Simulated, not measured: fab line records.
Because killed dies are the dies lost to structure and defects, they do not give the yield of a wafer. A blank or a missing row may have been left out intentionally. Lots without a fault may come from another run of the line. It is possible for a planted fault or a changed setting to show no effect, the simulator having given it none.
What tool caused it? | flow berkeley-cmos170 | 7 lots with 21 wafers sampled at 2 steps, on a route of 331 steps

## WHAT THE GAUGES READ, wafer by wafer
UCB170_ACTIVE_THK_MEAS_06.
lot  | measured    | on            | ACTIVE_NITRIDE_THK (nm)
L856 | day 4 14:25 | film-metro-03 | 224.6 225.8 225.5
L858 | day 4 21:08 | film-metro-02 | 220.8 220.1 220.1
L860 | day 5 06:56 | film-metro-01 | 219.7 217.3 218.5
L862 | day 5 18:20 | film-metro-03 | 219.1 219.2 220.0
L864 | day 6 05:26 | film-metro-03 | 220.2 220.3 219.1
L866 | day 6 12:56 | film-metro-03 | 219.0 220.4 220.0
L871 | day 7 13:31 | film-metro-03 | 277.7 277.4 277.5 277.6 277.6 277.7

## EACH LOT AND THE TOOL THAT RAN IT (in order: tool; ch and the chambers of the sampled wafers; start)
lot  | UCB170_ACTIVE_CVD_05
L856 | lpcvd-01 ch 0, day 4 12:29
L858 | lpcvd-02 ch 0, day 4 19:13
L860 | lpcvd-01 ch 0, day 5 05:01
L862 | lpcvd-01 ch 1, day 5 16:25
L864 | lpcvd-01 ch 0, day 6 02:34
L866 | lpcvd-02 ch 1, day 6 11:01
L871 | lpcvd-01 ch 1, day 7 11:34
- UCB170_ACTIVE_CVD_05: deposits Si3N4 from SiH2Cl2/NH3, target thk 220 nm, time 3300 s.

## THE ANSWER, worked out from the rows above alone
Rule: usual is defined by the lots themselves. The widest of any qualifying gaps counts: lots, ordered by their means at a reading, are off when they make up no more than a third of the lots, leave a main group of 4 or more, and stand apart from it by 3 or more times the standard deviation of that group's means. A main group is skipped when, at the precision printed for the reading in the tables above, its means are all equal. Also off: a lot with no number at a reading for which 4 or more lots have one. Where the step has rows for the other lots, those lots are counted as sound.
Off: L871, seen at UCB170_ACTIVE_THK_MEAS_06 (ACTIVE_NITRIDE_THK). The main group has a mean of 220.5 nm with a standard deviation of 2.2.
A tool fits if, at a process step before that reading, it ran every lot that is off, and no sound lot after the first of them. Gauges at UCB170_ACTIVE_THK_MEAS_06: tried the same way as those tools. Can't be told from this: 2 tools fit, lpcvd-01 at UCB170_ACTIVE_CVD_05, film-metro-03 at UCB170_ACTIVE_THK_MEAS_06.

## WHAT THE SIMULATOR HAD PUT IN
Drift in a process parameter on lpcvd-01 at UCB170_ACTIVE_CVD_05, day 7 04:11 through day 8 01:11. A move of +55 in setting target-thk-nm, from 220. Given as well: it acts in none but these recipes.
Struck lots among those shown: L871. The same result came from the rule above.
